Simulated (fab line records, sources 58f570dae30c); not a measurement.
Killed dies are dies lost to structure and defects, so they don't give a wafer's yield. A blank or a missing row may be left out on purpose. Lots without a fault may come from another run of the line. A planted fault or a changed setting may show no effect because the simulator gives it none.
Which tool did it? | flow berkeley_cmos170 | 15 lots, 45 wafers sampled, at 4 steps of a route of 331

WHAT THE GAUGES READ, wafer by wafer
UCB170_V2_CD_MEAS_12: target cd 700 nm. Usual: cd_nm 700.1 nm, standard deviation 1.2.
lot  | measured     | on        | cd_nm (nm)        | flag
L736 | day 7 04:28  | cd_sem-02 | 699.7 702.7 699.9 |
L737 | day 7 06:41  | cd_sem-02 | 699.9 698.5 699.6 |
L739 | day 8 05:08  | cd_sem-02 | 700.1 700.6 701.2 |
L740 | day 8 03:29  | cd_sem-02 | 699.6 698.2 698.2 |
L738 | day 8 05:41  | cd_sem-02 | 701.6 700.8 700.7 |
L743 | day 8 09:48  | cd_sem-02 | 700.4 700.9 700.7 |
L741 | day 8 09:32  | cd_sem-01 | 700.9 700.9 700.2 |
L747 | day 9 11:16  | cd_sem-01 | 699.5 699.2 699.6 |
L748 | day 10 00:32 | cd_sem-02 | 697.8 697.6 698.0 |
L749 | day 10 01:13 | cd_sem-02 | 699.7 699.5 699.7 |
L750 | day 10 10:58 | cd_sem-02 | 698.8 700.1 700.7 |
L751 | day 10 11:47 | cd_sem-02 | 698.6 699.3 698.0 |
L753 | day 10 12:47 | cd_sem-02 | 701.3 703.1 702.2 |
L752 | day 10 15:50 | cd_sem-01 | 701.8 700.3 701.2 |
L759 | day 12 08:35 | cd_sem-02 | 699.7 700.6 700.2 |

UCB170_M3_CD_MEAS_15: target cd 700 nm. Usual: cd_nm 700.1 nm, standard deviation 1.5.
lot  | measured     | on        | cd_nm (nm)        | flag
L736 | day 7 07:38  | cd_sem-02 | 700.1 700.9 700.1 |
L737 | day 7 09:57  | cd_sem-02 | 703.2 702.9 701.2 |
L739 | day 8 08:33  | cd_sem-01 | 699.1 698.9 698.3 |
L740 | day 8 06:52  | cd_sem-01 | 700.2 701.8 701.7 |
L738 | day 8 09:30  | cd_sem-02 | 700.3 699.4 699.9 |
L743 | day 8 13:15  | cd_sem-02 | 701.2 701.3 700.5 |
L741 | day 8 12:53  | cd_sem-01 | 699.2 699.4 697.7 |
L747 | day 9 13:52  | cd_sem-01 | 697.1 697.5 698.0 |
L748 | day 10 03:26 | cd_sem-01 | 701.7 702.3 701.6 |
L749 | day 10 04:00 | cd_sem-02 | 700.9 701.2 700.3 |
L750 | day 10 13:46 | cd_sem-02 | 699.6 700.3 702.2 |
L751 | day 10 14:33 | cd_sem-01 | 698.5 699.8 698.9 |
L753 | day 10 15:26 | cd_sem-01 | 700.6 700.7 699.9 |
L752 | day 10 18:29 | cd_sem-01 | 698.9 698.0 698.2 |
L759 | day 12 12:28 | cd_sem-01 | 698.4 698.2 698.8 |

WHICH TOOL RAN EACH LOT (tool, then ch and the chambers of the sampled wafers, then the start)
lot  | UCB170_CONTACT_CLEAN_07         | UCB170_M3_STRIP_07
L736 | wet_bench-01 ch 3, day 6 11:40  | plasma_asher-01 ch 0, day 7 05:47
L737 | wet_bench-04 ch 0, day 6 15:26  | plasma_asher-02 ch 0,1, day 7 08:04
L739 | wet_bench-04 ch 2, day 7 10:25  | plasma_asher-02 ch 0,1, day 8 06:39
L740 | wet_bench-04 ch 1, day 7 11:35  | plasma_asher-04 ch 0,1, day 8 05:02
L738 | wet_bench-04 ch 0, day 7 11:45  | plasma_asher-01 ch 0,1, day 8 07:19
L743 | wet_bench-03 ch 3, day 7 16:42  | plasma_asher-04 ch 0,1, day 8 11:28
L741 | wet_bench-03 ch 3, day 7 16:58  | plasma_asher-04 ch 0, day 8 10:50
L747 | wet_bench-04 ch 0, day 8 17:52  | plasma_asher-01 ch 0,1, day 9 12:37
L748 | wet_bench-03 ch 2, day 9 08:04  | plasma_asher-01 ch 0,1, day 10 01:50
L749 | wet_bench-03 ch 3, day 9 08:45  | plasma_asher-04 ch 0,1, day 10 02:44
L750 | wet_bench-03 ch 2, day 9 15:45  | plasma_asher-02 ch 0,1, day 10 12:18
L751 | wet_bench-03 ch 1, day 9 17:33  | plasma_asher-04 ch 0,1, day 10 13:13
L753 | wet_bench-01 ch 3, day 9 21:20  | plasma_asher-04 ch 0,1, day 10 14:11
L752 | wet_bench-03 ch 2, day 10 01:02 | plasma_asher-02 ch 0, day 10 17:08
L759 | wet_bench-04 ch 1, day 11 15:25 | plasma_asher-01 ch 0,1, day 12 10:07
- UCB170_CONTACT_CLEAN_07: cleans in SPM, time 600 s.
- UCB170_M3_STRIP_07: strips in O2.

WHAT THE TOOLS THEMSELVES READ (means of the sampled wafers that have a number; where no wafer has one, the mark that the record gives instead)
UCB170_M3_STRIP_07. Usual: drypump_motor_current_A 5.8 A, standard deviation 0.4; oes_product_au 0.735 a.u., standard deviation 0.0043; strip_time_to_endpoint_s 21.99 s, standard deviation 0.053.
lot  | tool            | drypump_motor_current_A (A) | oes_product_au (a.u.) | strip_time_to_endpoint_s (s) | flag
L736 | plasma_asher-01 | 5.5                         | 0.736                 | 22.00                        |
L737 | plasma_asher-02 | 5.7                         | 0.737                 | 22.04                        |
L739 | plasma_asher-02 | 5.9                         | 0.740                 | 21.99                        |
L740 | plasma_asher-04 | 6.2                         | 0.732                 | 21.97                        |
L738 | plasma_asher-01 | 5.3                         | 0.739                 | 22.03                        |
L743 | plasma_asher-04 | 6.3                         | 0.736                 | 22.00                        |
L741 | plasma_asher-04 | 6.4                         | 0.735                 | 21.98                        |
L747 | plasma_asher-01 | 5.3                         | 0.739                 | 22.00                        |
L748 | plasma_asher-01 | 5.3                         | 0.735                 | 21.98                        |
L749 | plasma_asher-04 | 6.2                         | 0.738                 | 21.91                        |
L750 | plasma_asher-02 | 5.9                         | 0.731                 | 22.05                        |
L751 | plasma_asher-04 | 6.3                         | 0.734                 | 21.94                        |
L753 | plasma_asher-04 | 6.3                         | 0.736                 | 22.02                        |
L752 | plasma_asher-02 | 6.0                         | 0.735                 | 22.01                        |
L759 | plasma_asher-01 | 5.4                         | 0.734                 | 22.05                        |

THE ANSWER, worked out from the rows above alone
Rule: a lot is off if the mean of its wafers that have a number lies more than 3 standard deviations from the usual mean. A lot without any number at a reading at which 4 lots or more have one is off too. The other lots that the step has rows for count as sound. The gauges are gone through in route order, then the tools' own readings, and for those a lot's mean is taken as printed above. The first step at which some lot is off is used, and at that step the reading that is off furthest; a lot without a number counts as furthest.
No lot is off at any reading shown: from this, nothing can be told.

WHAT THE SIMULATOR HAD PUT IN
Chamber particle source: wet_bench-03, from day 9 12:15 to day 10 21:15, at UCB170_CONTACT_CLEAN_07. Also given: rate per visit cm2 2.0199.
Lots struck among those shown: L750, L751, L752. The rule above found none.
